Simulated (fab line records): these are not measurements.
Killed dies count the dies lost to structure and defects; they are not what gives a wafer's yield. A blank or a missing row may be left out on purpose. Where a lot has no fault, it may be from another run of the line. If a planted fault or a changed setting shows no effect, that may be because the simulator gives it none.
fab line records / flow rit-cmos
record: lots: 6 wafers: 18 last-day: 7
route steps=202 shown NRETRO@56 PRETRO@64
lots with no fault: from the same line, run without faults
start-h: start of the lot's first displayed wafer, in hours after the record's first day / wait-h: time in hours since the lot's previous step / " unchanged from the row above / L1.1+2: one row covering several wafers at once / - no value, or no start was given / * or withheld: withheld / < > ~ a bound
route shown NAME@n: a module of which the file shows steps, and the number in the route of the first / usual: the fault-free wafers' mean and standard deviation / same: alike in all rows / chamber/n: place in a boat / sites: per-site readings / _std_site: the standard deviation of these / _edge_site: outer sites' mean less inner sites' / radius-mm: for every site, how far away it sits from the centre of the wafer / mask NAME#n: copy n / behind: the last tool/chamber to shape the wafer / hold: why the lot was held/for how many hours/how that ended / device: names the non-switching transistor (n, p or np) / end of line: tests of these same wafers at the route's end / step lacking rows: just its recipe / killed: dies that structure and defects cost at the first sort, which is not the same as the wafer's yield / map: per-die view of a wafer (x killed, . not killed, _ where there is no die)
set.NAME: the setting the step ran with; set.NAME@STEP: the setting that earlier step ran with / model.NAME: the simulator's own value behind a step, which no gauge read
a table for each step, a row for each wafer; lots at some steps of the route
services: from which hour (start-h, from the record's first day; less than 0 if before it) a tool's chamber was out of use, for how many hours, and why
== steps ==
step: RIT_NRETRO_EXPOSE_03
recipe: mask-id: M4 na: 0.57 target-cd-nm: 43900 dose-mj: 250
step: RIT_NRETRO_PEB_04
recipe: resist: NOVOLAK temp-c: withheld time-s: withheld
step: RIT_NRETRO_DEVELOP_05
recipe: resist: NOVOLAK develop-time-s: 68 dev-temp-c: 23
step: RIT_NRETRO_OVL_MEAS_06
usual: NRETRO_OVL: 0.8/1.3
lot.wafer=L391.1 tool=overlay-02 chamber=- start-h=34.13 wait-h=- NRETRO_OVL[nm]=0.7
lot.wafer=L391.5 tool=overlay-02 chamber=- start-h=34.13 wait-h=- NRETRO_OVL[nm]=0.2
lot.wafer=L391.6 tool=overlay-02 chamber=- start-h=34.13 wait-h=- NRETRO_OVL[nm]=1.5
lot.wafer=L399.1 tool=overlay-01 chamber=- start-h=74.03 wait-h=- NRETRO_OVL[nm]=0.5
lot.wafer=L399.3 tool=overlay-01 chamber=- start-h=74.03 wait-h=- NRETRO_OVL[nm]=3.0
lot.wafer=L399.4 tool=overlay-01 chamber=- start-h=74.03 wait-h=- NRETRO_OVL[nm]=0.4
lot.wafer=L400.3 tool=overlay-02 chamber=- start-h=80.41 wait-h=- NRETRO_OVL[nm]=0.1
lot.wafer=L400.5 tool=overlay-02 chamber=- start-h=80.41 wait-h=- NRETRO_OVL[nm]=1.0
lot.wafer=L400.6 tool=overlay-02 chamber=- start-h=80.41 wait-h=- NRETRO_OVL[nm]=1.4
lot.wafer=L403.4 tool=overlay-02 chamber=- start-h=94.54 wait-h=- NRETRO_OVL[nm]=-0.3
lot.wafer=L403.5 tool=overlay-02 chamber=- start-h=94.54 wait-h=- NRETRO_OVL[nm]=1.3
lot.wafer=L403.6 tool=overlay-02 chamber=- start-h=94.54 wait-h=- NRETRO_OVL[nm]=0.4
lot.wafer=L411.1 tool=overlay-01 chamber=- start-h=135.21 wait-h=- NRETRO_OVL[nm]=3.6
lot.wafer=L411.3 tool=overlay-01 chamber=- start-h=135.21 wait-h=- NRETRO_OVL[nm]=3.0
lot.wafer=L411.6 tool=overlay-01 chamber=- start-h=135.21 wait-h=- NRETRO_OVL[nm]=3.4
lot.wafer=L412.1 tool=overlay-01 chamber=- start-h=139.72 wait-h=- NRETRO_OVL[nm]=1.2
lot.wafer=L412.2 tool=overlay-01 chamber=- start-h=139.72 wait-h=- NRETRO_OVL[nm]=0.1
lot.wafer=L412.6 tool=overlay-01 chamber=- start-h=139.72 wait-h=- NRETRO_OVL[nm]=0.8
step: RIT_NRETRO_HARDBAKE_07
recipe: resist: NOVOLAK temp-c: 140 time-s: 120
step: RIT_NRETRO_IMPLANT_08
recipe: species: P energy-kev: 70 dose-cm2: 1e+13 tilt-deg: 7
step: RIT_NRETRO_STRIP_09
recipe: chemistry: O2 time-s: 180 resist: NOVOLAK platen-temp-c: withheld power-w: 500 pressure-mtorr: 4000 o2-flow-sccm: 4000
usual: chamber-pressure-mTorr: 4000/3.8 drypump-motor-current-A: 5.8/0.39 rf-refl-power-W: 7.0/0.59
lot.wafer=L391.1 tool=plasma-asher-02 chamber=1 start-h=34.56 wait-h=0.1 chamber-pressure-mTorr=4001 drypump-motor-current-A=6.0 rf-hours-counter-h=40 rf-refl-power-W=8.2
lot.wafer=L391.5 tool=plasma-asher-02 chamber=1 start-h=34.56 wait-h=0.1 chamber-pressure-mTorr=4002 drypump-motor-current-A=6.0 rf-hours-counter-h=- rf-refl-power-W=8.1
lot.wafer=L391.6 tool=plasma-asher-02 chamber=0 start-h=34.56 wait-h=0.1 chamber-pressure-mTorr=3995 drypump-motor-current-A=6.2 rf-hours-counter-h=- rf-refl-power-W=6.7
lot.wafer=L399.1 tool=plasma-asher-04 chamber=0 start-h=74.47 wait-h=0.1 chamber-pressure-mTorr=3995 drypump-motor-current-A=5.2 rf-hours-counter-h=27 rf-refl-power-W=6.6
lot.wafer=L399.3 tool=plasma-asher-04 chamber=1 start-h=74.47 wait-h=0.1 chamber-pressure-mTorr=3992 drypump-motor-current-A=5.9 rf-hours-counter-h=- rf-refl-power-W=6.5
lot.wafer=L399.4 tool=plasma-asher-04 chamber=0 start-h=74.47 wait-h=0.1 chamber-pressure-mTorr=3999 drypump-motor-current-A=5.2 rf-hours-counter-h=- rf-refl-power-W=6.4
lot.wafer=L400.3 tool=plasma-asher-04 chamber=1 start-h=80.89 wait-h=0.1 chamber-pressure-mTorr=3997 drypump-motor-current-A=5.9 rf-hours-counter-h=- rf-refl-power-W=6.9
lot.wafer=L400.5 tool=plasma-asher-04 chamber=0 start-h=80.89 wait-h=0.1 chamber-pressure-mTorr=4001 drypump-motor-current-A=5.2 rf-hours-counter-h=- rf-refl-power-W=6.2
lot.wafer=L400.6 tool=plasma-asher-04 chamber=1 start-h=80.89 wait-h=0.1 chamber-pressure-mTorr=4000 drypump-motor-current-A=5.9 rf-hours-counter-h=- rf-refl-power-W=6.8
lot.wafer=L403.4 tool=plasma-asher-04 chamber=0 start-h=95.01 wait-h=0.1 chamber-pressure-mTorr=3997 drypump-motor-current-A=5.2 rf-hours-counter-h=- rf-refl-power-W=6.6
lot.wafer=L403.5 tool=plasma-asher-04 chamber=0 start-h=95.01 wait-h=0.1 chamber-pressure-mTorr=4002 drypump-motor-current-A=5.2 rf-hours-counter-h=- rf-refl-power-W=6.7
lot.wafer=L403.6 tool=plasma-asher-04 chamber=1 start-h=95.01 wait-h=0.1 chamber-pressure-mTorr=3999 drypump-motor-current-A=5.9 rf-hours-counter-h=- rf-refl-power-W=7.0
lot.wafer=L411.1 tool=plasma-asher-04 chamber=1 start-h=135.65 wait-h=0.1 chamber-pressure-mTorr=3998 drypump-motor-current-A=5.9 rf-hours-counter-h=34 rf-refl-power-W=6.8
lot.wafer=L411.3 tool=plasma-asher-04 chamber=0 start-h=135.65 wait-h=0.1 chamber-pressure-mTorr=4006 drypump-motor-current-A=5.2 rf-hours-counter-h=- rf-refl-power-W=6.6
lot.wafer=L411.6 tool=plasma-asher-04 chamber=1 start-h=135.65 wait-h=0.1 chamber-pressure-mTorr=4007 drypump-motor-current-A=5.9 rf-hours-counter-h=- rf-refl-power-W=6.9
lot.wafer=L412.1 tool=plasma-asher-04 chamber=1 start-h=140.15 wait-h=0.1 chamber-pressure-mTorr=4005 drypump-motor-current-A=5.9 rf-hours-counter-h=34 rf-refl-power-W=6.9
lot.wafer=L412.2 tool=plasma-asher-04 chamber=0 start-h=140.15 wait-h=0.1 chamber-pressure-mTorr=3993 drypump-motor-current-A=5.2 rf-hours-counter-h=34 rf-refl-power-W=6.4
lot.wafer=L412.6 tool=plasma-asher-04 chamber=0 start-h=140.15 wait-h=0.1 chamber-pressure-mTorr=3999 drypump-motor-current-A=5.2 rf-hours-counter-h=- rf-refl-power-W=6.6
step: RIT_NRETRO_TW_MEAS_10
usual: NRETRO_TW: 1051/6.9
lot.wafer=L391.1 tool=film-metro-02 chamber=- start-h=34.74 wait-h=0.1 NRETRO_TW=1054
lot.wafer=L391.5 tool=film-metro-02 chamber=- start-h=34.74 wait-h=0.1 NRETRO_TW=1049
lot.wafer=L391.6 tool=film-metro-02 chamber=- start-h=34.74 wait-h=0.1 NRETRO_TW=1054
lot.wafer=L399.1 tool=film-metro-01 chamber=- start-h=74.64 wait-h=0.1 NRETRO_TW=1045
lot.wafer=L399.3 tool=film-metro-01 chamber=- start-h=74.64 wait-h=0.1 NRETRO_TW=1038
lot.wafer=L399.4 tool=film-metro-01 chamber=- start-h=74.64 wait-h=0.1 NRETRO_TW=1045
lot.wafer=L400.3 tool=film-metro-03 chamber=- start-h=81.03 wait-h=0.1 NRETRO_TW=1056
lot.wafer=L400.5 tool=film-metro-03 chamber=- start-h=81.03 wait-h=0.1 NRETRO_TW=1046
lot.wafer=L400.6 tool=film-metro-03 chamber=- start-h=81.03 wait-h=0.1 NRETRO_TW=1058
lot.wafer=L403.4 tool=film-metro-01 chamber=- start-h=95.16 wait-h=0.1 NRETRO_TW=1038
lot.wafer=L403.5 tool=film-metro-01 chamber=- start-h=95.16 wait-h=0.1 NRETRO_TW=1038
lot.wafer=L403.6 tool=film-metro-01 chamber=- start-h=95.16 wait-h=0.1 NRETRO_TW=1040
lot.wafer=L411.1 tool=film-metro-03 chamber=- start-h=135.82 wait-h=0.1 NRETRO_TW=1050
lot.wafer=L411.3 tool=film-metro-03 chamber=- start-h=135.82 wait-h=0.1 NRETRO_TW=1056
lot.wafer=L411.6 tool=film-metro-03 chamber=- start-h=135.82 wait-h=0.1 NRETRO_TW=1054
lot.wafer=L412.1 tool=film-metro-01 chamber=- start-h=140.33 wait-h=0.1 NRETRO_TW=1049
lot.wafer=L412.2 tool=film-metro-01 chamber=- start-h=140.33 wait-h=0.1 NRETRO_TW=1053
lot.wafer=L412.6 tool=film-metro-01 chamber=- start-h=140.33 wait-h=0.1 NRETRO_TW=1042
step: RIT_PRETRO_HMDS_00
recipe: prime-time-s: 60 prime-temp-c: 140
step: RIT_PRETRO_COAT_01
recipe: resist: NOVOLAK spin-rpm: 2000 resist-thk-nm: 1300
step: RIT_PRETRO_SOFTBAKE_02
recipe: resist: NOVOLAK temp-c: 90 time-s: 60
step: RIT_PRETRO_EXPOSE_03
recipe: mask-id: M5 na: 0.57 target-cd-nm: 43700 dose-mj: 250
step: RIT_PRETRO_PEB_04
recipe: resist: NOVOLAK temp-c: withheld time-s: withheld
usual: chill-plate-temp-C: * exhaust-pa: 45.0/0.84
lot.wafer=L391.1 tool=litho-track-03 chamber=0 start-h=35.49 wait-h=0.1 chill-plate-temp-C=* exhaust-pa=46.6
lot.wafer=L391.5 tool=litho-track-03 chamber=0 start-h=35.49 wait-h=0.1 chill-plate-temp-C=* exhaust-pa=45.7
lot.wafer=L391.6 tool=litho-track-03 chamber=0 start-h=35.49 wait-h=0.1 chill-plate-temp-C=* exhaust-pa=45.0
lot.wafer=L399.1 tool=litho-track-02 chamber=- start-h=75.37 wait-h=0.2 chill-plate-temp-C=- exhaust-pa=-
lot.wafer=L399.3 tool=litho-track-02 chamber=- start-h=75.37 wait-h=0.2 chill-plate-temp-C=- exhaust-pa=-
lot.wafer=L399.4 tool=litho-track-02 chamber=- start-h=75.37 wait-h=0.2 chill-plate-temp-C=- exhaust-pa=-
lot.wafer=L400.3 tool=litho-track-02 chamber=- start-h=81.68 wait-h=0.1 chill-plate-temp-C=- exhaust-pa=-
lot.wafer=L400.5 tool=litho-track-02 chamber=- start-h=81.68 wait-h=0.1 chill-plate-temp-C=- exhaust-pa=-
lot.wafer=L400.6 tool=litho-track-02 chamber=- start-h=81.68 wait-h=0.1 chill-plate-temp-C=- exhaust-pa=-
lot.wafer=L403.4 tool=litho-track-02 chamber=0 start-h=95.83 wait-h=0.1 chill-plate-temp-C=* exhaust-pa=45.0
lot.wafer=L403.5 tool=litho-track-02 chamber=0 start-h=95.83 wait-h=0.1 chill-plate-temp-C=* exhaust-pa=42.5
lot.wafer=L403.6 tool=litho-track-02 chamber=0 start-h=95.83 wait-h=0.1 chill-plate-temp-C=* exhaust-pa=43.9
lot.wafer=L411.1 tool=litho-track-02 chamber=0 start-h=136.57 wait-h=0.1 chill-plate-temp-C=* exhaust-pa=46.0
lot.wafer=L411.3 tool=litho-track-02 chamber=0 start-h=136.57 wait-h=0.1 chill-plate-temp-C=* exhaust-pa=46.1
lot.wafer=L411.6 tool=litho-track-02 chamber=0 start-h=136.57 wait-h=0.1 chill-plate-temp-C=* exhaust-pa=45.7
lot.wafer=L412.1 tool=litho-track-01 chamber=0 start-h=140.95 wait-h=0.1 chill-plate-temp-C=* exhaust-pa=44.4
lot.wafer=L412.2 tool=litho-track-01 chamber=0 start-h=140.95 wait-h=0.1 chill-plate-temp-C=* exhaust-pa=46.2
lot.wafer=L412.6 tool=litho-track-01 chamber=0 start-h=140.95 wait-h=0.1 chill-plate-temp-C=* exhaust-pa=44.3
step: RIT_PRETRO_DEVELOP_05
recipe: resist: NOVOLAK develop-time-s: 68 dev-temp-c: 23
== services ==
tool=plasma-asher-04 chamber=- start-h=29.74 hours=2.5 kind=repair
== key ==
first-sign: step: RIT_PRETRO_PEB_04 reading: tool-record direction: missing
effect none on later readings
met-at RIT_PRETRO_PEB_04
struck-wafers L399.1,L399.3,L399.4,L400.3,L400.5,L400.6
sort-left-out L399.1,L399.3,L399.4,L400.3,L400.5,L400.6
tester-left-out L399,L400
fault: kind: skipped-step-whole tool: litho-track-02 chamber: - onset-h: 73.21 steps: RIT_PRETRO_PEB_04 scope: struck-lots-only
tester-left-out: of these lots the tester's yield and bins aren't shown, on N5 and GAA mostly nor the transistor test; their killed dies are dies lost to structure and defects alone, not to doping, threshold or leakage, so they don't give the yield
sort-left-out: the simulated sort isn't trusted on such a fault, so these wafers' sort isn't shown, and their yield isn't known
